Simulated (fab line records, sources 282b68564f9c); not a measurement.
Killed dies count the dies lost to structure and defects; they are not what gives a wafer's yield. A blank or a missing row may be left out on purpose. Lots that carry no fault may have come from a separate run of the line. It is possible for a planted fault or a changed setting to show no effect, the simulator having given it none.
Comparing a struck lot with a sound one | flow rit cmos | 44 out of 202 route steps
Sound: wafers L809.2, L809.5, L809.6. The struck wafers were L802.1, L802.3, L802.5. The cause is given at the end.
Each step with rows lists, per side, the tool, then ch with its chambers, then its first start. Under that, the readings that differ: sound wafers | struck wafers | difference of the means | sigmas: that difference in standard deviations of wafers without a fault.
alike: readings whose means differ by less than 2 such deviations, and words and numbers that are the same on both sides. not compared: withheld readings, readings that some wafer has no value for, bounds like >300 that may hide the same value, and numbers for which the record gives no deviation and whose values overlap.
Wherever a step has rows on one side only, a row that says differs or no value, or a row with sigmas, the two part there. When numbers do not overlap yet have no deviation, they are printed without sigmas and do not part them. A reading missing from all wafers of one side parts the sides only when that side holds two or more wafers.

first, 3 steps without rows for these wafers: RIT_REOX_CLEAN_01 (cleans in dHF, time 30 s); RIT_REOX_CLEAN_02 (cleans in SC2, time 600 s); RIT_REOX_OXIDATION_03 (target thk 25.2 nm, ox time 5580 s).
RIT_REOX_THK_MEAS_04:
  sound on film metro-02, day 6 10:31; struck on film metro-02, day 5 00:00
  alike: REOX_OXIDE_THK
then, 6 steps without rows for these wafers: RIT_NLDD_HMDS_00 (prime time 60 s); RIT_NLDD_COAT_01 (resist thk 1000 nm); RIT_NLDD_SOFTBAKE_02 (time 60 s); RIT_NLDD_EXPOSE_03 (exposes mask M7, target cd 40700 nm); RIT_NLDD_PEB_04; RIT_NLDD_DEVELOP_05 (develop time 50 s).
RIT_NLDD_OVL_MEAS_06:
  sound on overlay-01, day 6 11:33; struck on overlay-02, day 5 00:58
  alike: NLDD_OVL
then, 1 step without rows for these wafers: RIT_NLDD_HARDBAKE_07 (time 60 s).
RIT_NLDD_IMPLANT_08:
  sound on implanter-01 ch 0, day 6 11:45; struck on implanter-02 ch 0, day 5 01:10
  reading                   | sound                | struck               | difference | sigmas
  beam energy keV           | 20.004 19.998 19.996 | 13.995 13.994 13.992 | -6.006     | -99 or more
  model.implant.rp nm (nm)  | 27.94 27.94 27.94    | 21.58 21.58 21.58    | -6.36      |
  model.implant.drp nm (nm) | 12.97 12.97 12.97    | 10.46 10.46 10.46    | -2.51      |
  alike: dose ions cm2
RIT_NLDD_STRIP_09: strips in O2, time 180 s.
  sound on plasma asher-02 ch 0,1, day 6 11:53; struck on plasma asher-03 ch 0,1, day 5 01:19
  reading                     | sound       | struck      | difference | sigmas
  drypump motor current A (A) | 6.4 6.4 6.3 | 5.7 5.7 5.7 | -0.7       | -2
  not compared: rf hours counter h
RIT_NLDD_TW_MEAS_10:
  sound on film metro-03, day 6 12:04; struck on film metro-02, day 5 01:29
  reading | sound          | struck         | difference | sigmas
  NLDD_TW | 2500 2499 2511 | 2280 2285 2276 | -223       | -11
then, 6 steps without rows for these wafers: RIT_PLDD_HMDS_00 (prime time 60 s); RIT_PLDD_COAT_01 (resist thk 1000 nm); RIT_PLDD_SOFTBAKE_02 (time 60 s); RIT_PLDD_EXPOSE_03 (exposes mask M8, target cd 40900 nm); RIT_PLDD_PEB_04; RIT_PLDD_DEVELOP_05 (develop time 50 s).
RIT_PLDD_OVL_MEAS_06:
  sound on overlay-01, day 6 13:06; struck on overlay-02, day 5 02:31
  alike: PLDD_OVL
then, 2 steps without rows for these wafers: RIT_PLDD_HARDBAKE_07 (time 60 s); RIT_PLDD_IMPLANT_08.
RIT_PLDD_STRIP_09: strips in O2, time 180 s.
  sound on plasma asher-02 ch 0,1, day 6 13:26; struck on plasma asher-02 ch 0,1, day 5 02:51
  alike: drypump motor current A
  not compared: rf hours counter h
RIT_PLDD_TW_MEAS_10:
  sound on film metro-01, day 6 13:37; struck on film metro-01, day 5 03:02
  alike: PLDD_TW
then, 4 steps without rows for these wafers: RIT_SPACER_CLEAN_00 (cleans in SC1, time 600 s); RIT_SPACER_CLEAN_01 (cleans in dHF, time 30 s); RIT_SPACER_CLEAN_02 (cleans in SC2, time 600 s); RIT_SPACER_CVD_03 (deposits Si3N4 from SiH2Cl2/NH3, target thk 250 nm, time 3300 s).
RIT_SPACER_THK_MEAS_04:
  sound on film metro-01, day 6 15:57; struck on film metro-04, day 5 05:22
  alike: SPACER_NITRIDE_THK
RIT_SPACER_ETCHBACK_05: etches Si3N4 in SF6/CHF3, stops on SiO2, target depth 250 nm, time 240 s.
  sound on rie diel-04 ch 1,2, day 6 16:00; struck on rie diel-04 ch 1,2,3, day 5 05:26
  alike: drypump motor current A, oes product au, throttle valve pct
  not compared: rf hours counter h
then, 6 steps without rows for these wafers: RIT_NSD_HMDS_00 (prime time 60 s); RIT_NSD_COAT_01 (resist thk 1000 nm); RIT_NSD_SOFTBAKE_02 (time 60 s); RIT_NSD_EXPOSE_03 (exposes mask M9, target cd 40700 nm); RIT_NSD_PEB_04; RIT_NSD_DEVELOP_05 (develop time 50 s).
RIT_NSD_OVL_MEAS_06:
  sound on overlay-02, day 6 17:05; struck on overlay-01, day 5 06:26
  alike: NSD_OVL
then, 2 steps without rows for these wafers: RIT_NSD_HARDBAKE_07 (time 60 s); RIT_NSD_IMPLANT_08.
RIT_NSD_STRIP_09: strips in O2, time 180 s.
  sound on plasma asher-03 ch 0,1, day 6 17:25; struck on plasma asher-01 ch 0,1, day 5 06:46
  alike: drypump motor current A
  not compared: rf hours counter h
RIT_SDANNEAL_RS_MEAS_07: the measuring method here is four-point-probe.
  sound on film metro-02, day 6 19:52; struck on film metro-02, day 5 09:21
  reading          | sound             | struck            | difference | sigmas
  NLDD_RS (ohm/sq) | 151.2 150.9 151.1 | 158.0 158.1 157.5 | +6.8       | +12
RIT_M1_PROBE_99:
  sound on prober-02, day 7 02:47; struck on prober-01, day 5 17:28
  reading                             | sound             | struck            | difference | sigmas
  model.etest.nmos_0p15.r on ohm um   | 1156 1123 1135    | 1458 1471 1426    | +314       |
  model.etest.nmos_0p3.r on ohm um    | 2164 2183 2158    | 2459 2466 2454    | +291       |
  model.etest.nldd.rs ohm sq          | 358.3 365.5 363.7 | 640.2 634.8 630.9 | +272.8     |
  model.etest.nmos turned.drive ua um | 331.1 333.6 334.4 | 183.4 187.1 185.4 | -147.7     |
  model.etest.nmos_0p15.drive ua um   | 455.1 472.2 466.6 | 386.7 379.9 385.8 | -80.5      |
  model.etest.nldd.line ohm um        | 110.9 113.7 113.1 | 199.4 198.1 198   | +85.9      |
  model.etest.nmos_0p3.drive ua um    | 225.2 227.7 223.8 | 208.6 210.1 207.9 | -16.7      |
  model.etest.nmos narrow.drive ua um | 226.2 229.6 228.2 | 212 208.2 208.3   | -18        |
  alike: killed at front end, killed dies, killed open, killed short

== WHERE THEY PART ==
First at RIT_NLDD_IMPLANT_08; last, within this record, at RIT_SDANNEAL_RS_MEAS_07. Later steps at which nothing parts them and some readings are alike: RIT_M1_PROBE_99.

WHY: what had been put in by the simulator
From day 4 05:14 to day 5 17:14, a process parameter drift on implanter-02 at RIT_NLDD_IMPLANT_08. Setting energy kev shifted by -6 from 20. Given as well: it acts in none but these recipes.
